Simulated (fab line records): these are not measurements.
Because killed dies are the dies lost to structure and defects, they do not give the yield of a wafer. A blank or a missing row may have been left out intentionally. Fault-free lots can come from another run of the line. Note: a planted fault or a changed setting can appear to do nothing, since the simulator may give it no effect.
A lot that was struck, set against a sound lot / flow ritCmos / 44 steps out of a route of 202
Sound: these wafers, L864.1, L864.2, L864.4. The struck wafers were L869.2, L869.3, L869.6. At the end, the cause is stated.
Order at every step that has rows: each side's tool, ch and its chambers, its first start. Under that, the readings that differ: sound wafers / struck wafers / difference of the means / sigmas: that difference in standard deviations of wafers without a fault.
alike: readings with means less than 2 such deviations apart, plus words and numbers identical on both sides. not compared: withheld readings, readings lacking a value on some wafer, bounds such as >300 that could conceal the same value, and numbers that have no deviation in the record and whose values overlap.
A row with sigmas, a row that says differs or no value, or rows on one side alone: a step with any of these is where the two part. Numbers that don't overlap but have no deviation are shown without sigmas and don't part them. Lack of a reading on every wafer of one side parts them only where that side has two or more wafers.

first, 4 steps without rows for these wafers: RIT_PLDD_SOFTBAKE_02 (time 60 s); RIT_PLDD_EXPOSE_03 (exposes mask M8, target cd 40900 nm); RIT_PLDD_PEB_04; RIT_PLDD_DEVELOP_05 (develop time 50 s).
RIT_PLDD_OVL_MEAS_06:
  struck on overlay-01, day 5 03:41; sound on overlay-02, day 4 02:55
  alike: PLDD_OVL
then, 2 steps without rows for these wafers: RIT_PLDD_HARDBAKE_07 (time 60 s); RIT_PLDD_IMPLANT_08.
RIT_PLDD_STRIP_09: strips in O2, time 180 s.
  sound on plasmaAsher-02 ch 0,1, day 4 03:14; struck on plasmaAsher-02 ch 0,1, day 5 04:02
  alike: drypumpMotorCurrentA
  not compared: rfHoursCounterH
RIT_PLDD_TW_MEAS_10:
  struck on filmMetro-04, day 5 04:13; sound on filmMetro-02, day 4 03:25
  alike: PLDD_TW
then, 3 steps without rows for these wafers: RIT_SPACER_CLEAN_00 (cleans in SC1, time 600 s); RIT_SPACER_CLEAN_01 (cleans in dHF, time 28.53 s); RIT_SPACER_CLEAN_02 (cleans in SC2, time 600 s).
RIT_SPACER_CVD_03: deposits Si3N4 from SiH2Cl2/NH3, target thk 250 nm, time 3300 s.
  sound on lpcvd-01 ch 1, day 4 03:53; struck on lpcvd-01 ch 1, day 5 04:38
reading=model.Si3N4_of_SPACER_CVD_03.thkNm (nm); sound=250 249.2 250.4; struck=264.9 264.4 265.1; difference=+14.9; sigmas=
  alike: spikeTcCentreC, spikeTcSourceC, zonePowerLoadPct
RIT_SPACER_THK_MEAS_04:
  struck on filmMetro-03, day 5 06:34; sound on filmMetro-01, day 4 05:48
reading=SPACER_NITRIDE_THK (nm); sound=249.9 249.0 250.3; struck=264.9 264.4 265.0; difference=+15.0; sigmas=+6
RIT_SPACER_ETCHBACK_05: etches Si3N4 in SF6/CHF3, stops on SiO2, target depth 250 nm, time 240 s.
  sound on rieDiel-04 ch 0,1,2, day 4 05:52; struck on rieDiel-04 ch 0,1,2, day 5 06:37
reading=oesProductAu (a.u.); sound=0.842 0.848 0.835; struck=0.889 0.866 0.885; difference=+0.038; sigmas=+3
reading=model.etch.depthNm (nm); sound=250 249.2 250.4; struck=264.9 264.4 265.1; difference=+14.9; sigmas=
  alike: drypumpMotorCurrentA, throttleValvePct
  not compared: rfHoursCounterH
then, 6 steps without rows for these wafers: RIT_NSD_HMDS_00 (prime time 60 s); RIT_NSD_COAT_01 (resist thk 1000 nm); RIT_NSD_SOFTBAKE_02 (time 60 s); RIT_NSD_EXPOSE_03 (exposes mask M9, target cd 40700 nm); RIT_NSD_PEB_04; RIT_NSD_DEVELOP_05 (develop time 50 s).
RIT_NSD_OVL_MEAS_06:
  struck on overlay-01, day 5 07:37; sound on overlay-01, day 4 07:04
  alike: NSD_OVL
then, 2 steps without rows for these wafers: RIT_NSD_HARDBAKE_07 (time 60 s); RIT_NSD_IMPLANT_08.
RIT_NSD_STRIP_09: strips in O2, time 180 s.
  sound on plasmaAsher-02 ch 0,1, day 4 07:24; struck on plasmaAsher-01 ch 1, day 5 07:57
  alike: drypumpMotorCurrentA
  not compared: rfHoursCounterH
RIT_NSD_TW_MEAS_10:
  struck on filmMetro-03, day 5 08:08; sound on filmMetro-02, day 4 07:34
  alike: NSD_TW
then, 6 steps without rows for these wafers: RIT_PSD_HMDS_00 (prime time 60 s); RIT_PSD_COAT_01 (resist thk 1000 nm); RIT_PSD_SOFTBAKE_02 (time 60 s); RIT_PSD_EXPOSE_03 (exposes mask M10, target cd 40900 nm); RIT_PSD_PEB_04; RIT_PSD_DEVELOP_05 (develop time 50 s).
RIT_PSD_OVL_MEAS_06:
  struck on overlay-02, day 5 09:02; sound on overlay-02, day 4 08:41
  alike: PSD_OVL
then, 2 steps without rows for these wafers: RIT_PSD_HARDBAKE_07 (time 60 s); RIT_PSD_IMPLANT_08.
RIT_PSD_STRIP_09: strips in O2, time 180 s.
  sound on plasmaAsher-01 ch 0,1, day 4 09:01; struck on plasmaAsher-04 ch 0,1, day 5 09:22
  alike: drypumpMotorCurrentA
  not compared: rfHoursCounterH
RIT_PSD_TW_MEAS_10:
  struck on filmMetro-04, day 5 09:34; sound on filmMetro-03, day 4 09:12
  alike: PSD_TW
then, 3 steps without rows for these wafers: RIT_SDANNEAL_CLEAN_00 (cleans in SC1, time 600 s); RIT_SDANNEAL_CLEAN_01 (cleans in dHF, time 30 s); RIT_SDANNEAL_CLEAN_02 (cleans in SC2, time 600 s).
RIT_SDANNEAL_RTA_03: time 5 s.
  sound on rtpAnneal-01 ch 0, day 4 09:40; struck on rtpAnneal-02 ch 0, day 5 09:59
  alike: rampUpCPerS, wafer_temp_C_max
RIT_SDANNEAL_RS_MEAS_04: measures by four-point-probe.
  struck on filmMetro-03, day 5 10:03; sound on filmMetro-04, day 4 09:43
  alike: PSD_RS
RIT_SILICIDE_WET_ETCH_00: etches SiO2 in BOE, target depth 14 nm, time 15 s.
  sound on wetBench-01 ch 0, day 4 10:11; struck on wetBench-01 ch 0, day 5 10:31
reading=model.Si3N4_of_SPACER_CVD_03.thkNm (nm); sound=194.8 194.2 195.4; struck=205.9 205.9 206; difference=+11.1; sigmas=
  alike: bathHeatDutyPct
RIT_M1_PROBE_99:
  struck on prober-02, day 5 17:33; sound on prober-01, day 4 17:03
reading=killed_at_M0_to_M3; sound=0 1 0; struck=0 0 0; difference=+0; sigmas=-2
reading=model.etest.nmos_0p15.rOnOhmUm; sound=1156 1171 1155; struck=1182 1185 1196; difference=+27; sigmas=
reading=model.etest.nwellPinched.rsOhmSq; sound=340.6 340.4 337.8; struck=330.7 329.8 329; difference=-9.8; sigmas=
reading=model.etest.contactNplus.endOhmUm; sound=41.15 40.33 40.79; struck=38.65 39.34 39.14; difference=-1.71; sigmas=
reading=model.etest.diodeNplusComb.leakLog10ACm2; sound=-5.187 -5.073 -5.063; struck=-5.275 -5.317 -5.199; difference=-0.156; sigmas=
reading=model.etest.diodePplusNwell.bvV (V); sound=6.689 6.718 6.689; struck=6.454 6.469 6.482; difference=-0.230; sigmas=
  alike: killedAtContacts, killedAtFrontEnd, killedDies, killedOpen, killedShort
  not compared: model.etest.nplusSal.widthNm, model.etest.pplusSal.widthNm, model.etest.pwellPinched.rsOhmSq

== WHERE THEY PART ==
Earliest at RIT_SPACER_THK_MEAS_04; latest, in this record, at RIT_M1_PROBE_99.

WHY: whatever the simulator had introduced
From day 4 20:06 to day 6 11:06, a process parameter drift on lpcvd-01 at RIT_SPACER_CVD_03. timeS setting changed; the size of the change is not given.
